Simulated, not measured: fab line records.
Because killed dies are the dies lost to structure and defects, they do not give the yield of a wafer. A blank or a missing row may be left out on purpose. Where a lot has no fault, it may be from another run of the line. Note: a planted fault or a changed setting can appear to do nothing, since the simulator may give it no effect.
8D (eight disciplines) problem report, filled in by code | flow rit_cmos | the parts of the form that need people (team, actions taken, sign-off) are left out

1. THE PROBLEM
Wafers without a fault read 159.4 W, standard deviation 0.5; rf_fwd_power_W at RIT_GATE_ETCH_19 reads a mean of 184.9 W on 2 wafers belonging to 2 lots. That puts it +51 standard deviations away from the usual mean.
The step: etches poly-Si in SF6/CHF3/O2, stops on SiO2, time 165 s, target depth 312.5 nm.
First observed at day 5 17:50: wafer L696.2, on rie_si-01. The record holds 42 wafers of 14 lots with a number at this step. Rule for "out", or "out of limits": more than 4 standard deviations from the usual mean. The rest of the wafers with a number are treated as sound.

2. WHAT IT IS AND WHAT IT IS NOT
question                    | is               | is not
which readings at this step | rf_fwd_power_W   | drypump_motor_current_A, he_backside_leak_sccm, oes_product_au, throttle_valve_pct
which lots                  | L696, L698       | L681, L682, L683, L684, L685, L686, L687, L689, L694, L699, L701, L703
which wafers of those lots  | L696.2, L698.1   | L696.4, L696.5, L698.5, L698.6
read on which tools         | rie_si-01        | rie_si-02
when                        | from day 5 17:50 | up to then (29 sound wafers); but 11 sound wafers of L698, L699, L701, L703 came after

3. WHAT RULES OUT EACH SUSPECT
Counting: a tool at a process step up to the reading stays a suspect if it ran every lot that is out. Sound lots after the first of them don't rule it out here, since some wafers of a struck lot are sound.
- rie_si-01 at RIT_GATE_ETCH_19 (etches poly-Si in SF6/CHF3/O2, stops on SiO2, time 165 s, target depth 312.5 nm): kept. Ran every lot that is out, first one L696 (day 5 17:50); last sound lot up to then L694 (day 5 08:19). On those wafers its own readings are out: rf_fwd_power_W.
- rie_si-01, RIT_GATE_ETCH_19: wafers that are out in chamber 2, sound lot-mates in chambers 0, 1, 3.
The count leaves rie_si-01 at RIT_GATE_ETCH_19.

4. THE CAUSE (what the simulator had put in)
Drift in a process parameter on rie_si-01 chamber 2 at RIT_GATE_ETCH_19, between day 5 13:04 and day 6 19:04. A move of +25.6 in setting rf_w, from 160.
This tool alone remained once counting was done.

5. THE CHAIN OF EFFECTS, in route order
Rows list readings where the struck wafers' mean (over those with a number) sits beyond 3 standard deviations from the usual. Only readings whose record carries a usual standard deviation are examined. hours: median over the lots of the time between each lot's start at the first step of this table that gives one and its start at this step. sigmas: the change, counted in usual standard deviations.
hours | step             | reading        | usual   | on struck wafers | change | sigmas
0     | RIT_GATE_ETCH_19 | rf_fwd_power_W | 159.4 W | 184.9            | +25.5  | +51
The process steps in it:
- RIT_GATE_ETCH_19: etches poly-Si in SF6/CHF3/O2, stops on SiO2, time 165 s, target depth 312.5 nm.

6. HOW IT WOULD HAVE BEEN CAUGHT EARLIER
First out-of-limits reading in this record: day 5 17:50, which is 5 hours after fault onset at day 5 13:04.
